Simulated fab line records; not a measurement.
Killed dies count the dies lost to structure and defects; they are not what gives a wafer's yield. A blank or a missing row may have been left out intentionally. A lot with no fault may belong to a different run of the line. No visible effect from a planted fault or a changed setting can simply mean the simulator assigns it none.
Comparing a struck lot with a sound one | flow berkeley-cmos170 | 14 steps out of a route of 331
Sound: wafers L610.1, L610.2, L610.6. The struck wafers were L619.1, L619.2, L619.6. The cause is named last.
Each step with rows lists, per side, the tool, then ch with its chambers, then its first start. Under that, the readings that differ: sound wafers | struck wafers | difference of the means | sigmas: that difference in standard deviations of wafers without a fault.
alike: a reading whose means differ by less than 2 such deviations, as well as words and numbers matching on both sides. not compared: withheld readings; readings where some wafer has no value; bounds like >300 that might hide an equal value; numbers whose values overlap and for which the record gives no deviation.
Wherever a step has rows on one side only, a row that says differs or no value, or a row with sigmas, the two part there. When numbers do not overlap yet have no deviation, they are printed without sigmas and do not part them. A reading missing from all wafers of one side parts the sides only when that side holds two or more wafers.

first, 2 steps without rows for these wafers: UCB170_START_CLEAN_01 (cleans in dHF, time 60 s); UCB170_START_OXIDATION_02 (target thk 20 nm, ox time 1728 s).
UCB170_START_THK_MEAS_03:
  sound: film-metro-01 at day 2 23:43; struck: film-metro-03 at day 4 23:04
  alike: START_OXIDE_THK
then, 7 steps without rows for these wafers: UCB170_START_ANNEAL_04 (time 1200 s); UCB170_ZERO_HMDS_00 (prime time 60 s); UCB170_ZERO_COAT_01 (resist thk 900 nm); UCB170_ZERO_SOFTBAKE_02 (time 58.87 s); UCB170_ZERO_EXPOSE_03 (exposes mask PM MARKS, target cd 4000 nm); UCB170_ZERO_PEB_04; UCB170_ZERO_DEVELOP_05 (develop time 45 s).
UCB170_ZERO_ETCH_06: etches SiO2 in CHF3/CF4/Ar, time 12 s.
  sound on rie-diel-01 ch 2,3, day 3 03:19; struck on rie-diel-02 ch 0,1,2, day 5 04:58
  alike: CHF3_flow_sccm, cf4-flow-sccm, drypump-motor-current-A, oes-product-au, throttle-valve-pct
  not compared: rf-hours-counter-h
UCB170_ZERO_STRIP_07: strips in O2.
  sound on plasma-asher-01 ch 0,1, day 3 03:20; struck on plasma-asher-01 ch 0,1, day 5 04:59
  alike: drypump-motor-current-A, oes-product-au, strip-time-to-endpoint-s
  not compared: rf-hours-counter-h
UCB170_NWELL_WET_ETCH_00: etches SiO2 in dHF, time 200 s.
  sound on wet-bench-04 ch 3, day 3 03:32; struck on wet-bench-01 ch 2, day 5 05:05
  no value came back on the struck wafers for bath-heat-duty-pct (%), run-length-s (s); on the sound wafers bath-heat-duty-pct (%) reads 7.8 8.0 6.2
  reading                                      | sound | struck            | difference | sigmas
  model.SiO2_of_START_OXIDATION_02.thk-nm (nm) | 0 0 0 | 19.99 20.02 20.38 | +20.13     |
then, 1 step without rows for these wafers: UCB170_NWELL_OXIDATION_01 (target thk 26.4 nm, ox time 1260 s).

## WHERE THEY PART
At UCB170_NWELL_WET_ETCH_00 and nowhere else, as far as this record goes.

WHY: what the simulator had put in
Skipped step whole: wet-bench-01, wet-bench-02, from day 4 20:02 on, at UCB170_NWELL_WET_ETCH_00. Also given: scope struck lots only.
